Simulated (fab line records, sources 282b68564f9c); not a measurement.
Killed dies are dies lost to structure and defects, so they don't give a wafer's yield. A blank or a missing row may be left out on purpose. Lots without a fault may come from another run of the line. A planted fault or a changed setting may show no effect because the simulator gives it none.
Split-lot experiment | flow rit_cmos | 3 lots, 13 wafers read, on a route of 202 steps

THE SPLIT
At RIT_GATE_DEVELOP_15 (develop time 50 s), the setting develop_time_s was moved away from the recipe's 50 s on 5 of the 13 wafers read, by -11.2% to +9.5%. The other wafers ran this setting at the recipe's value.

FROM THE SPLIT TO THE READING: what the file shows between them, 5 steps
- RIT_NLDD_SOFTBAKE_02: time 60 s (also split here: temp_c)
- RIT_NLDD_EXPOSE_03: exposes mask M7, target cd 40700 nm
- RIT_NLDD_PEB_04
- RIT_NLDD_DEVELOP_05: develop time 50 s
- RIT_NLDD_IMPLANT_08 (also split here: energy_kev)

THE READING
etest.nmos_0p15.r_on_ohm_um (the simulator's own value, which no gauge read), at RIT_M1_PROBE_99. The file gives no usual value for it. The 8 wafers here that ran the recipe average 1205, standard deviation 80.

wafer  | tool, chamber at the split | develop_time_s as run, s | against the recipe | etest.nmos_0p15.r_on_ohm_um | against lot-mates on the recipe
L075.1 | litho_track-01, 0          | 50                       | recipe             | 1131                        | -
L075.3 | litho_track-01, 0          | 50                       | recipe             | 1102                        | -
L075.5 | litho_track-01, 0          | 50                       | recipe             | 1103                        | -
L077.1 | litho_track-04, 0          | 54.73                    | +9.5%              | 1104                        | -198
L077.3 | litho_track-04, 0          | 54.73                    | +9.5%              | 1200                        | -102
L077.4 | litho_track-04, 0          | 50                       | recipe             | 1323                        | -
L077.5 | litho_track-04, 0          | 50                       | recipe             | 1282                        | -
L077.6 | litho_track-04, 0          | 54.73                    | +9.5%              | 1147                        | -156
L083.1 | litho_track-02, 0          | 50                       | recipe             | 1246                        | -
L083.2 | litho_track-02, 0          | 44.38                    | -11.2%             | 1372                        | +138
L083.3 | litho_track-02, 0          | 44.38                    | -11.2%             | 1351                        | +117
L083.5 | litho_track-02, 0          | 50                       | recipe             | 1262                        | -
L083.6 | litho_track-02, 0          | 50                       | recipe             | 1193                        | -

THE FIT
A straight line over all 13 wafers: etest.nmos_0p15.r_on_ohm_um changes by -9.91 for each +1% of develop_time_s; r = -0.67; the points scatter about the line by 75.
The same after taking each lot's own level away (the mean of its wafers on the recipe; 13 wafers): -13.7 for each +1%; r = -0.95; scatter 31.
On that fit, the largest move of develop_time_s shifts the reading by 1.5e+02.
The lots' own levels span 1112.0 to 1302.5, that is 2.4 times the standard deviation above.
So the lot-to-lot level blurs the effect unless lot-mates are compared.
Check: with one of the wafers moved furthest among these (-11.2%) left out of the fit, the line predicts +148 for it against its lot-mates. It came out at +138 against them.

OTHER SPLITS ON THESE WAFERS
These wafers also went through other splits before the reading. Each is held against what the fit with the lots' levels taken away leaves over:
other split on the same wafers      | wafers away from the commonest value | r with etest.nmos_0p15.r_on_ohm_um (lot level and that fit taken away)
RIT_ACTIVE_OXIDATION_01 temp_c      | 8                                    | -0.17
RIT_ACTIVE_COAT_06 spin_rpm         | 3                                    | +0.34
RIT_ACTIVE_ETCH_13 over_etch_frac   | 5                                    | -0.08
RIT_FOX2_OXIDATION_00 temp_c        | 8                                    | -0.18
RIT_NWELL_COAT_01 resist_thk_nm     | 4                                    | -0.65
RIT_NWELL_DEVELOP_05 develop_time_s | 3                                    | -0.32
RIT_NRETRO_IMPLANT_08 dose_cm2      | 0                                    | -
RIT_PRETRO_IMPLANT_08 energy_kev    | 5                                    | -0.19
RIT_GATE_OXIDATION_05 temp_c        | 8                                    | -0.18
RIT_NLDD_SOFTBAKE_02 temp_c         | 5                                    | +0.02
RIT_NLDD_IMPLANT_08 energy_kev      | 2                                    | -0.49

THE WHOLE CHAIN: every reading that the file lists as answering this split, in the file's order
step            | what it does | reading                                                                        | change (the file's fit)           | r (the file's)
RIT_M1_PROBE_99 |              | etest.pmos_0p3.r_on_ohm_um (the simulator's own value, which no gauge read)    | -48.2 for each +1% of the setting | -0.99
RIT_M1_PROBE_99 |              | etest.nmos_0p3.r_on_ohm_um (the simulator's own value, which no gauge read)    | -13.2 for each +1% of the setting | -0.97
RIT_M1_PROBE_99 |              | etest.pmos_turned.r_on_ohm_um (the simulator's own value, which no gauge read) | -46.7 for each +1% of the setting | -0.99
RIT_M1_PROBE_99 |              | etest.pmos_0p15.r_on_ohm_um (the simulator's own value, which no gauge read)   | -46.3 for each +1% of the setting | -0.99
RIT_M1_PROBE_99 |              | etest.nmos_0p15.r_on_ohm_um (the simulator's own value, which no gauge read)   | -13.4 for each +1% of the setting | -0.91

THE FILE'S OWN FIT
etest.nmos_0p15.r_on_ohm_um changes by -13.4 for each +1% of develop_time_s, r = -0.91.
